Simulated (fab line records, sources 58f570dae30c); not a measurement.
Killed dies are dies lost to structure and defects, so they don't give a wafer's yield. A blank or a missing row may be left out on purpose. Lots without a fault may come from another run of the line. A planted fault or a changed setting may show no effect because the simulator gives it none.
fab line records | flow berkeley_cmos170
record lots=14 wafers=42 last_day=12
route steps=331 shown NLDD@163 CONTACT@232 M2@284 V2@295
lots that met no fault: from a run of the same line without faults
start_h: hours from the record's first day to the start of the lot's first wafer shown | wait_h: hours since the lot's step before | " the same as in the row above | L1.1+2: a row that stands for several wafers | - no value, or no start given | * or withheld: withheld | < > ~ a bound
route shown NAME@n: a module of which the file shows steps, and the number in the route of the first | usual: mean/standard deviation of fault-free wafers | same: alike in all rows | chamber/n: place in a boat | sites: the reading at each site | _std_site: their standard deviation | _edge_site: outer sites' mean less inner sites' | radius_mm: how far each site lies from the wafer's centre | mask NAME#n: copy n | behind: the tool/chamber that last shaped the wafer | hold: why the lot was held/for how many hours/how that ended | device: the transistor (n, p or np) that didn't switch | end of line: the same wafers' tests at the end of the route | a step without rows: its recipe alone | killed: dies lost to structure and defects at the first sort, not the wafer's yield | map: a wafer's dies, x killed, . not, _ none there
set.NAME: the setting as run; set.NAME@STEP: as run at that earlier step | model.NAME: the simulator's own value behind a step, which no gauge read
steps of the route over a sample of lots; a table a step, a row a wafer
## steps
# step UCB170_NLDD_DEVELOP_05
# recipe developer=TMAH develop_time_s=45 resist=KrF dev_temp_c=21
# usual chill_plate_temp_C=22.99/0.097 develop_time_s=45/0
# columns lot.wafer tool chamber start_h wait_h chill_plate_temp_C develop_time_s
L476.2 litho_track-01 0 117 - 22.94 45
L476.4 " 0 118 - 22.86 45
L476.5 " 0 " " 22.81 45
L477.4 litho_track-01 0 118 - 22.94 45
L477.5 " 0 " " 22.98 45
L477.6 " 0 " " 23.06 45
L480.2 litho_track-02 0 136 - 22.92 45
L480.5 " 0 " " 22.99 45
L480.6 " 0 " " 22.83 45
L478.1 litho_track-01 0 136 - 22.87 45
L478.2 " 0 " " 22.86 45
L478.6 " 0 " " 22.87 45
L479.1 litho_track-03 0 136 - 23.04 45
L479.4 " 0 137 - 23.14 45
L479.6 " 0 " " 22.94 45
L481.1 litho_track-01 0 151 - 23.07 45
L481.2 " 0 " " 23.11 45
L481.6 " 0 " " 22.96 45
L482.1 litho_track-03 0 159 - 23.12 45
L482.3 " 0 " " 23.00 45
L482.6 " 0 " " 23.06 45
L485.2 litho_track-01 0 173 - 23.04 45
L485.3 " 0 " " 23.05 45
L485.6 " 0 " " 23.19 45
L490.1 litho_track-01 - 194 - - -
L490.4 " - " " - -
L490.6 " - " " - -
L489.1 litho_track-01 - 195 - - -
L489.4 " - " " - -
L489.5 " - " " - -
L496.1 litho_track-01 0 233 - 23.08 45
L496.2 " 0 " " 22.93 45
L496.5 " 0 " " 22.89 45
L499.1 litho_track-03 0 241 - 22.88 45
L499.3 " 0 " " 22.97 45
L499.4 " 0 " " 23.00 45
L497.2 litho_track-03 0 242 - 22.97 45
L497.3 " 0 " " 22.91 45
L497.6 " 0 " " 23.11 45
L498.3 litho_track-02 0 242 - 22.84 45
L498.4 " 0 " " 22.76 45
L498.5 " 0 " " 22.86 45
# step UCB170_CONTACT_OVL_MEAS_16
# usual CONTACT_OVL=-1/7.6
# columns lot.wafer tool chamber start_h wait_h CONTACT_OVL[nm]
L477.4 overlay-01 - 136.70 0.1 -3
L477.5 " - " " -17
L477.6 " - " " -10
L476.2 overlay-02 - 137.07 0.1 -1
L476.4 " - " " -2
L476.5 " - " " 8
L480.2 overlay-02 - 152.75 0.1 -2
L480.5 " - " " -4
L480.6 " - " " 0
L479.1 overlay-02 - 153.23 0.1 4
L479.4 " - " " 15
L479.6 " - " " 4
L478.1 overlay-01 - 153.45 0.1 -8
L478.2 " - " " -13
L478.6 " - " " -12
L481.1 overlay-01 - 169.78 0.1 6
L481.2 " - " " 2
L481.6 " - " " -5
L482.1 overlay-01 - 176.16 0.1 -8
L482.3 " - " " -16
L482.6 " - " " -7
L485.2 overlay-01 - 195.68 0.1 -3
L485.3 " - " " -5
L485.6 " - " " -4
L490.1 overlay-01 - 212.14 0.1 -4
L490.4 " - " " -7
L490.6 " - " " -8
L489.1 overlay-02 - 214.45 0.1 10
L489.4 " - " " 18
L489.5 " - " " 18
L496.1 overlay-02 - 250.76 0.1 2
L496.2 " - " " 1
L496.5 " - " " 2
L497.2 overlay-02 - 254.66 0.1 11
L497.3 " - " " 6
L497.6 " - " " 14
L499.1 overlay-02 - 255.01 0.1 1
L499.3 " - " " -1
L499.4 " - " " 10
L498.3 overlay-02 - 256.95 0.1 1
L498.4 " - " " 2
L498.5 " - " " 1
# step UCB170_M2_PEB_13
# recipe peb_temp_c=130 peb_time_s=withheld resist=KrF
# usual plate_sensor_t_centre_C=131.41/0.01 plate_sensor_t_edge_C=131.53/0.0097
# columns lot.wafer tool chamber start_h wait_h plate_sensor_t_centre_C plate_sensor_t_edge_C
L477.4 litho_track-02 0 151.92 0.6 131.42 131.54
L477.5 " 0 " " 131.42 131.52
L477.6 " 0 " " 131.42 131.53
L476.2 litho_track-04 0 152.25 0.1 131.4 131.53
L476.4 " 0 " " 131.41 131.53
L476.5 " 0 " " 131.4 131.55
L480.2 litho_track-02 0 165.81 0.1 131.4 131.54
L480.5 " 0 " " 131.41 131.53
L480.6 " 0 " " 131.41 131.53
L478.1 litho_track-02 0 166.06 0.1 131.41 131.53
L478.2 " 0 " " 131.4 131.53
L478.6 " 0 " " 131.41 131.53
L479.1 litho_track-04 0 166.27 0.1 131.4 131.53
L479.4 " 0 " " 131.4 131.52
L479.6 " 0 " " 131.39 131.54
L481.1 litho_track-01 0 184.61 0.1 131.41 131.53
L481.2 " 0 " " 131.4 131.53
L481.6 " 0 " " 131.4 131.55
L482.1 litho_track-01 0 184.88 0.1 131.42 131.51
L482.3 " 0 " " 131.39 131.53
L482.6 " 0 " " 131.41 131.55
L485.2 litho_track-04 0 207.46 0.3 131.4 131.53
L485.3 " 0 " " 131.41 131.53
L485.6 " 0 " " 131.41 131.53
L490.1 litho_track-02 0 224.16 0.5 131.42 131.54
L490.4 " 0 " " 131.42 131.53
L490.6 " 0 " " 131.42 131.52
L489.1 litho_track-02 0 227.00 0.1 131.4 131.53
L489.4 " 0 " " 131.42 131.52
L489.5 " 0 " " 131.41 131.52
L496.1 litho_track-01 0 261.38 0.1 131.4 131.52
L496.2 " 0 " " 131.41 131.54
L496.5 " 0 " " 131.41 131.54
L497.2 litho_track-04 0 268.69 0.1 131.41 131.54
L497.3 " 0 " " 131.41 131.53
L497.6 " 0 " " 131.41 131.52
L499.1 litho_track-04 0 268.94 0.1 131.41 131.53
L499.3 " 0 " " 131.41 131.52
L499.4 " 0 " " 131.41 131.53
L498.3 litho_track-01 0 269.12 0.1 131.41 131.51
L498.4 " 0 " " 131.41 131.53
L498.5 " 0 " " 131.4 131.53
# step UCB170_V2_BOW_MEAS_03
# recipe mode=bow
# usual V2_BOW=37/7.1
# columns lot.wafer tool chamber start_h wait_h V2_BOW[um]
L477.4 film_metro-04 - 153.31 0.3 30
L477.5 " - " " 44
L477.6 " - " " 37
L476.2 film_metro-01 - 153.64 0.1 28
L476.4 " - " " 33
L476.5 " - " " 33
L480.2 film_metro-04 - 167.32 0.1 47
L480.5 " - " " 42
L480.6 " - " " 35
L478.1 film_metro-04 - 167.66 0.2 34
L478.2 " - " " 29
L478.6 " - " " 34
L479.1 film_metro-02 - 167.96 0.2 47
L479.4 " - " " 44
L479.6 " - " " 41
L481.1 film_metro-04 - 186.01 0.2 45
L481.2 " - " " 29
L481.6 " - " " 36
L482.1 film_metro-01 - 186.31 0.1 29
L482.3 " - " " 30
L482.6 " - " " 38
L485.2 film_metro-04 - 209.16 0.1 42
L485.3 " - " " 32
L485.6 " - " " 37
L490.1 film_metro-01 - 225.56 0.1 36
L490.4 " - " " 35
L490.6 " - " " 38
L489.1 film_metro-04 - 228.48 0.2 41
L489.4 " - " " 49
L489.5 " - " " 48
L496.1 film_metro-04 - 262.78 0.2 37
L496.2 " - " " 35
L496.5 " - " " 37
L497.2 film_metro-01 - 270.08 0.3 43
L497.3 " - " " 34
L497.6 " - " " 32
L499.1 film_metro-01 - 270.36 0.2 46
L499.3 " - " " 42
L499.4 " - " " 37
L498.3 film_metro-02 - 270.52 0.1 36
L498.4 " - " " 45
L498.5 " - " " 43
## key
first_sign step=UCB170_NLDD_DEVELOP_05 reading=tool_record direction=missing
effect none on later readings
met_at UCB170_NLDD_DEVELOP_05
struck_lots L489,L490
sort_left_out L489.1,L489.4,L489.5,L490.1,L490.4,L490.6
tester_left_out L489,L490
not_acting_at UCB170_CONTACT_OVL_MEAS_16,UCB170_M2_PEB_13,UCB170_V2_BOW_MEAS_03
onset_between 173 194
fault kind=skipped_step_whole tool=litho_track-01 chamber=- onset_h=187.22 steps=UCB170_NLDD_DEVELOP_05 scope=struck_lots_only
# tester_left_out: of these lots the tester's yield and bins aren't shown, on N5 and GAA mostly nor the transistor test; their killed dies are dies lost to structure and defects alone, not to doping, threshold or leakage, so they don't give the yield
# sort_left_out: the simulated sort isn't trusted on such a fault, so these wafers' sort isn't shown, and their yield isn't known
